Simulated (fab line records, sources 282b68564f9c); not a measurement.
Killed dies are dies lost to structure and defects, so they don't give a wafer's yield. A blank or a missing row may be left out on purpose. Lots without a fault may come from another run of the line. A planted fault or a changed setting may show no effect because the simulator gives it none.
Which tool did it? | flow rit_cmos | 14 lots, 42 wafers sampled, at 7 steps of a route of 202

WHAT THE GAUGES READ, wafer by wafer
RIT_ACTIVE_THK_MEAS_04.
lot  | measured    | on            | ACTIVE_NITRIDE_THK (nm)
L273 | day 1 14:27 | film_metro-03 | 149.4 151.2 151.4
L274 | day 1 19:38 | film_metro-03 | 151.8 152.9 153.6
L275 | day 2 00:21 | film_metro-04 | 150.9 152.0 150.3
L276 | day 2 06:18 | film_metro-03 | 152.8 152.4 152.9
L277 | day 2 09:42 | film_metro-02 | 149.9 148.6 149.7
L279 | day 2 22:34 | film_metro-02 | 150.8 150.4 150.4
L280 | day 3 00:35 | film_metro-03 | 151.0 152.4 151.9
L281 | day 3 05:32 | film_metro-04 | 150.1 150.1 150.2
L282 | day 3 12:05 | film_metro-04 | 149.3 149.0 148.9
L284 | day 3 22:05 | film_metro-04 | 151.4 152.5 150.4
L285 | day 4 01:32 | film_metro-02 | 149.2 149.0 147.8
L287 | day 4 12:18 | film_metro-04 | 131.9 131.3 131.7 131.9 131.2 131.8
L292 | day 5 15:05 | film_metro-04 | 131.0 131.5 130.0 131.0 131.5 129.9
L296 | day 6 09:35 | film_metro-04 | 150.9 150.1 149.3

RIT_ACTIVE_CD_MEAS_11: target cd 1400 nm.
lot  | measured    | on        | cd_nm (nm)
L273 | day 1 15:24 | cd_sem-01 | 1398.9 1400.5 1399.2
L274 | day 1 20:41 | cd_sem-02 | 1402.0 1400.3 1403.1
L275 | day 2 01:16 | cd_sem-02 | 1401.1 1402.4 1400.3
L276 | day 2 07:20 | cd_sem-02 | 1397.9 1399.7 1399.3
L277 | day 2 10:45 | cd_sem-02 | 1400.2 1399.0 1398.9
L279 | day 2 23:37 | cd_sem-01 | 1400.2 1399.1 1401.5
L280 | day 3 01:38 | cd_sem-02 | 1398.6 1397.4 1400.8
L281 | day 3 06:26 | cd_sem-02 | 1394.5 1395.6 1392.8
L282 | day 3 13:00 | cd_sem-02 | 1394.5 1392.7 1395.0
L284 | day 3 23:08 | cd_sem-01 | 1398.5 1400.4 1400.8
L285 | day 4 02:38 | cd_sem-02 | 1398.7 1399.8 1398.9
L287 | day 4 17:05 | cd_sem-02 | 1396.6 1398.1 1395.0
L292 | day 5 19:18 | cd_sem-01 | 1381.5 1381.1 1381.3 1381.5 1381.1 1381.2
L296 | day 6 10:30 | cd_sem-01 | 1400.0 1399.8 1400.0

RIT_FOX2_THK_MEAS_90.
lot  | measured    | on            | FIELD_OXIDE_LEFT_1_THK (nm)
L273 | day 1 20:14 | film_metro-04 | 332 336 339
L274 | day 2 03:23 | film_metro-04 | 332 332 329
L275 | day 2 07:16 | film_metro-01 | 329 330 327
L276 | day 2 12:36 | film_metro-02 | 331 329 325
L277 | day 2 21:48 | film_metro-02 | 320 314 315
L279 | day 3 05:50 | film_metro-01 | 305 318 309
L280 | day 3 09:33 | film_metro-01 | 316 317 311
L281 | day 3 13:56 | film_metro-01 | 317 322 319
L282 | day 3 19:18 | film_metro-01 | 309 318 317
L284 | day 4 04:35 | film_metro-02 | 343 335 341
L285 | day 4 09:31 | film_metro-01 | 315 322 322
L287 | day 4 23:37 | film_metro-02 | 329 330 323
L292 | day 6 10:17 | film_metro-04 | 328 326 328
L296 | day 6 17:24 | film_metro-04 | 323 321 320

RIT_PWELL_OVL_MEAS_06.
lot  | measured    | on         | PWELL_OVL (nm)
L273 | day 1 22:53 | overlay-01 | -0.6 0.9 1.5
L274 | day 2 05:59 | overlay-02 | 1.4 0.1 -0.7
L275 | day 2 10:01 | overlay-02 | -2.0 -1.8 -1.5
L276 | day 2 15:18 | overlay-01 | 0.4 1.5 0.4
L277 | day 3 00:32 | overlay-02 | 2.3 2.4 1.1
L279 | day 3 08:38 | overlay-02 | 3.3 2.3 2.7
L280 | day 3 12:17 | overlay-01 | -1.0 0.4 -0.7
L281 | day 3 16:38 | overlay-01 | -1.7 1.2 0.2
L282 | day 3 21:55 | overlay-01 | 0.5 1.5 0.0
L284 | day 4 07:19 | overlay-01 | 1.4 0.8 1.7
L285 | day 4 12:04 | overlay-01 | 1.0 -1.7 1.4
L287 | day 5 03:10 | overlay-02 | -0.2 -1.5 -1.3
L292 | day 6 13:26 | overlay-02 | -0.5 -0.5 -0.3
L296 | day 6 20:01 | overlay-02 | -0.9 -0.4 -1.5

RIT_NSD_OVL_MEAS_06.
lot  | measured    | on         | NSD_OVL (nm)
L273 | day 3 01:52 | overlay-02 | -2.2 -1.5 -1.9
L274 | day 3 10:05 | overlay-02 | 1.6 0.2 0.7
L275 | day 3 15:13 | overlay-02 | 0.6 -1.7 -1.8
L276 | day 3 22:07 | overlay-02 | 0.3 -1.3 -1.1
L277 | day 4 01:59 | overlay-01 | -1.1 -0.3 0.0
L279 | day 4 10:34 | overlay-01 | -2.2 -1.0 -0.9
L280 | day 4 15:54 | overlay-01 | -1.6 -1.0 -0.1
L281 | day 4 23:56 | overlay-02 | -0.9 -2.5 0.0
L282 | day 5 01:59 | overlay-02 | 0.9 -0.5 0.2
L284 | day 5 13:07 | overlay-01 | 2.6 0.4 1.5
L285 | day 5 15:17 | overlay-01 | 1.1 0.3 0.9
L287 | day 6 09:14 | overlay-02 | 0.6 -0.5 0.6
L292 | day 7 19:17 | overlay-02 | 0.0 1.0 0.9
L296 | day 7 20:31 | overlay-01 | -0.1 1.1 0.1

WHICH TOOL RAN EACH LOT (tool, then ch and the chambers of the sampled wafers, then the start)
lot  | RIT_ACTIVE_CVD_03          | RIT_ACTIVE_ETCH_13
L273 | lpcvd-02 ch 0, day 1 13:02 | rie_diel-03 ch 0,1,3, day 1 15:40
L274 | lpcvd-01 ch 0, day 1 18:13 | rie_diel-01 ch 1,2, day 1 20:56
L275 | lpcvd-02 ch 1, day 1 22:56 | rie_diel-04 ch 0,1,2, day 2 01:31
L276 | lpcvd-01 ch 0, day 2 04:53 | rie_diel-04 ch 0,1, day 2 07:36
L277 | lpcvd-01 ch 1, day 2 08:16 | rie_diel-04 ch 1,2, day 2 11:00
L279 | lpcvd-02 ch 1, day 2 21:09 | rie_diel-01 ch 1,2,3, day 2 23:52
L280 | lpcvd-01 ch 0, day 2 23:10 | rie_diel-04 ch 0,1,2, day 3 02:01
L281 | lpcvd-01 ch 1, day 3 04:07 | rie_diel-01 ch 0,1,3, day 3 06:43
L282 | lpcvd-02 ch 1, day 3 10:39 | rie_diel-04 ch 0,2, day 3 13:15
L284 | lpcvd-01 ch 0, day 3 20:40 | rie_diel-03 ch 1,2, day 3 23:23
L285 | lpcvd-02 ch 0, day 4 00:07 | rie_diel-01 ch 1,2,3, day 4 03:11
L287 | lpcvd-02 ch 0, day 4 10:52 | rie_diel-04 ch 1,2,3, day 4 17:20
L292 | lpcvd-02 ch 0, day 5 13:41 | rie_diel-04 ch 0,1,2, day 5 22:03
L296 | lpcvd-01 ch 1, day 6 08:10 | rie_diel-04 ch 0,1, day 6 10:45
- RIT_ACTIVE_CVD_03: deposits Si3N4 from SiH2Cl2/NH3, target thk 150 nm, time 1500 s.
- RIT_ACTIVE_ETCH_13: etches Si3N4 in SF6, stops on SiO2, time 210 s, target depth 210 nm.

WHAT THE TOOLS THEMSELVES READ (means of the sampled wafers that have a number; where no wafer has one, the mark that the record gives instead)
RIT_ACTIVE_CVD_03.
lot  | tool     | pressure_mtorr (mTorr) | zone_power_centre_pct (%) | zone_power_source_pct (%)
L273 | lpcvd-02 | 300.2                  | 37.5                      | 21.8
L274 | lpcvd-01 | 299.6                  | 32.1                      | 22.9
L275 | lpcvd-02 | 300.0                  | 31.1                      | 20.8
L276 | lpcvd-01 | 300.6                  | 32.1                      | 23.4
L277 | lpcvd-01 | 300.1                  | 36.9                      | 21.1
L279 | lpcvd-02 | 300.2                  | 31.1                      | 20.7
L280 | lpcvd-01 | 300.0                  | 32.0                      | 23.2
L281 | lpcvd-01 | 299.9                  | 36.9                      | 21.0
L282 | lpcvd-02 | 299.5                  | 31.2                      | 20.4
L284 | lpcvd-01 | 299.9                  | 31.9                      | 23.3
L285 | lpcvd-02 | 299.9                  | 37.6                      | 21.6
L287 | lpcvd-02 | 299.9                  | 37.7                      | 21.5
L292 | lpcvd-02 | 299.7                  | 37.6                      | 21.8
L296 | lpcvd-01 | 299.8                  | 37.0                      | 20.8

RIT_ACTIVE_ETCH_13.
lot  | tool        | drypump_motor_current_A (A) | oes_product_au (a.u.) | throttle_valve_pct (%)
L273 | rie_diel-03 | 5.2                         | 0.832                 | 7.51
L274 | rie_diel-01 | 6.0                         | 0.814                 | 7.48
L275 | rie_diel-04 | 6.0                         | 0.825                 | 7.44
L276 | rie_diel-04 | 5.9                         | 0.831                 | 7.46
L277 | rie_diel-04 | 6.1                         | 0.817                 | 7.45
L279 | rie_diel-01 | 6.1                         | 0.812                 | 7.48
L280 | rie_diel-04 | 6.0                         | 0.822                 | 7.46
L281 | rie_diel-01 | 6.0                         | 0.822                 | 7.39
L282 | rie_diel-04 | 6.0                         | 0.827                 | 7.50
L284 | rie_diel-03 | 5.4                         | 0.811                 | 7.53
L285 | rie_diel-01 | 6.1                         | 0.811                 | 7.47
L287 | rie_diel-04 | 6.1                         | 0.756                 | 7.46
L292 | rie_diel-04 | 6.0                         | 0.764                 | 7.45
L296 | rie_diel-04 | 5.9                         | 0.813                 | 7.40

THE ANSWER, worked out from the rows above alone
Rule: what is usual is taken from the lots themselves. Put in order of their means at a reading, lots are off if they are a third of the lots or fewer, leave a main group of 4 or more, and stand apart from it by a gap of 3 or more times the standard deviation of the main group's means; of several such gaps the widest counts. A main group whose means are all the same, to the digits that the tables above print for the reading, isn't used. A lot without any number at a reading at which 4 lots or more have one is off too. The other lots that the step has rows for count as sound. The gauges are gone through in route order, then the tools' own readings, and for those a lot's mean is taken as printed above. The first step at which some lot is off is used, and at that step the reading that is off furthest; a lot without a number counts as furthest.
Off: L287, L292, at RIT_ACTIVE_THK_MEAS_04 (ACTIVE_NITRIDE_THK). The main group: mean 150.7 nm, standard deviation 1.3.
A tool fits if, at a process step before that reading, it ran every lot that is off, and no sound lot after the first of them. The gauges at RIT_ACTIVE_THK_MEAS_04 aren't tried: what is off there is off at RIT_ACTIVE_ETCH_13 too, on other tools, and a gauge's error can't cause that. One fits: lpcvd-02 at RIT_ACTIVE_CVD_03. Its last sound lot is L285 (day 4 00:07), its first lot that is off L287 (day 4 10:52): a fault that began between those two fits.

WHAT THE SIMULATOR HAD PUT IN
Site profile drift: lpcvd-02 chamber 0, from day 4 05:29 on, at RIT_ACTIVE_CVD_03. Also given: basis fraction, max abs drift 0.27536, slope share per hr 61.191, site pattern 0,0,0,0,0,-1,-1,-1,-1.
Lots struck among those shown: L287, L292. The rule above found the same.
